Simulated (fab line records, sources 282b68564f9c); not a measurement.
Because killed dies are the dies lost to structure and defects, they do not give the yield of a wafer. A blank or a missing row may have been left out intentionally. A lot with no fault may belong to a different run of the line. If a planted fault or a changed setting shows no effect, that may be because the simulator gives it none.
Which tool did it?    flow rit_cmos    14 lots with 42 wafers sampled at 3 steps, on a route of 202 steps

== WHAT THE GAUGES SHOWED, per wafer ==
RIT_NLDD_TW_MEAS_10.
lot   measured     on             NLDD_TW
L375  day 2 18:43  film_metro-01  2510 2493 2497
L377  day 3 05:36  film_metro-01  2487 2486 2479
L378  day 3 13:02  film_metro-03  2465 2452 2462
L379  day 3 15:21  film_metro-01  2493 2500 2492
L380  day 3 18:23  film_metro-04  2489 2479 2468
L381  day 4 03:07  film_metro-01  2486 2485 2495
L382  day 4 10:13  film_metro-04  2472 2489 2475
L383  day 4 15:21  film_metro-04  2485 2480 2473
L384  day 4 17:56  film_metro-03  2450 2440 2444
L385  day 4 22:19  film_metro-01  2300 2293 2294
L388  day 5 14:10  film_metro-03  2260 2251 2245
L393  day 6 14:33  film_metro-03  2461 2457 2451
L396  day 7 03:24  film_metro-03  2447 2458 2461
L398  day 7 12:31  film_metro-01  2505 2503 2497

RIT_SDANNEAL_RS_MEAS_07: the measuring method here is four-point-probe.
lot   measured     on             NLDD_RS (ohm/sq)
L375  day 3 02:34  film_metro-04  151.3 151.9 151.9
L377  day 3 13:45  film_metro-04  151.5 151.7 151.7
L378  day 3 21:14  film_metro-01  150.9 151.3 151.4
L379  day 3 23:13  film_metro-01  150.6 150.6 150.8
L380  day 4 02:26  film_metro-03  151.0 151.3 150.7
L381  day 4 11:30  film_metro-01  150.8 151.6 151.1
L382  day 4 18:06  film_metro-01  151.0 150.8 150.6
L383  day 4 23:13  film_metro-01  151.6 151.4 151.4
L384  day 5 01:44  film_metro-03  151.6 152.3 151.9
L385  day 5 06:23  film_metro-03  193.5 195.0 194.5
L388  day 5 23:00  film_metro-03  194.8 194.3 194.5
L393  day 6 23:36  film_metro-03  152.1 151.9 152.1
L396  day 7 11:25  film_metro-03  151.8 151.2 151.2
L398  day 7 20:50  film_metro-01  152.1 152.5 152.1

== WHICH TOOL RAN EACH LOT (tool, then ch and the chambers of the sampled wafers, then the start) ==
lot   RIT_NLDD_IMPLANT_08
L375  implanter-01 ch 0, day 2 18:23
L377  implanter-02 ch 0, day 3 05:16
L378  implanter-04 ch 0, day 3 12:43
L379  implanter-02 ch 0, day 3 15:01
L380  implanter-04 ch 0, day 3 18:05
L381  implanter-04 ch 0, day 4 02:49
L382  implanter-02 ch 0, day 4 09:54
L383  implanter-04 ch 0, day 4 15:02
L384  implanter-01 ch 0, day 4 17:36
L385  implanter-04 ch 0, day 4 22:00
L388  implanter-04 ch 0, day 5 13:52
L393  implanter-01 ch 0, day 6 14:16
L396  implanter-02 ch 0, day 7 03:05
L398  implanter-01 ch 0, day 7 12:10
- RIT_NLDD_IMPLANT_08

== WHAT THE TOOLS THEMSELVES READ (means of the sampled wafers that have a number; where no wafer has one, the mark that the record gives instead) ==
RIT_NLDD_IMPLANT_08.
lot   tool          dose_ions_cm2  end_station_pressure_torr (Torr)  faraday_current_uA
L375  implanter-01  5e+14          5.8e-06                           1581
L377  implanter-02  5e+14          6.4e-06                           1591
L378  implanter-04  5e+14          6.6e-06                           1587
L379  implanter-02  5e+14          6.3e-06                           1588
L380  implanter-04  5e+14          6.3e-06                           1591
L381  implanter-04  5e+14          6.2e-06                           1600
L382  implanter-02  5e+14          6.5e-06                           1569
L383  implanter-04  5e+14          6.5e-06                           1584
L384  implanter-01  5e+14          6.0e-06                           1553
L385  implanter-04  4e+14          5.8e-06                           1164
L388  implanter-04  4e+14          5.8e-06                           1184
L393  implanter-01  5e+14          6.3e-06                           1545
L396  implanter-02  5e+14          6.1e-06                           1564
L398  implanter-01  5e+14          6.3e-06                           1565

== THE ANSWER, worked out from the rows above alone ==
Rule: usual is defined by the lots themselves. Put in order of their means at a reading, lots are off if they are a third of the lots or fewer, leave a main group of 4 or more, and stand apart from it by a gap of 3 or more times the standard deviation of the main group's means; of several such gaps the widest counts. If all means in a main group match to the digits the tables above print for the reading, that group is not used. A lot without any number at a reading at which 4 lots or more have one is off too. Any other lot the step has rows for is counted as sound. Order of review: gauges by route order, followed by the tools' own readings, for which a lot's mean as printed above is used. At the first step where some lot is off, the reading lying furthest off is the one used; lots without a number count as furthest.
Off: L385, L388, at RIT_NLDD_TW_MEAS_10 (NLDD_TW). For the main group the mean is 2477 and the standard deviation 18.
A tool fits if, at a process step before that reading, it ran every lot that is off, and no sound lot after the first of them. The gauges at RIT_NLDD_TW_MEAS_10 aren't tried: what is off there is off at RIT_NLDD_IMPLANT_08 too, on other tools, and a gauge's error can't cause that. One candidate fits, namely implanter-04 at RIT_NLDD_IMPLANT_08. A fault onset in the window from L383 (day 4 15:02, its last sound lot) to L385 (day 4 22:00, its first lot off) fits.
The tool's own readings at RIT_NLDD_IMPLANT_08 bear it out: on the lots that are off they differ by more than 5 times the standard deviation of the sound lots' means. dose_ions_cm2 reads 4e+14 there against 5e+14 on the sound lots; faraday_current_uA reads 1174 there against 1576 on the sound lots.

== WHAT THE SIMULATOR HAD PUT IN ==
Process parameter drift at RIT_NLDD_IMPLANT_08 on implanter-04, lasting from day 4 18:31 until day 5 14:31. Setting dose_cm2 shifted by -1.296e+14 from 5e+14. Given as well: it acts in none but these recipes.
Struck lots among those shown: L385, L388. The rule above found the same.
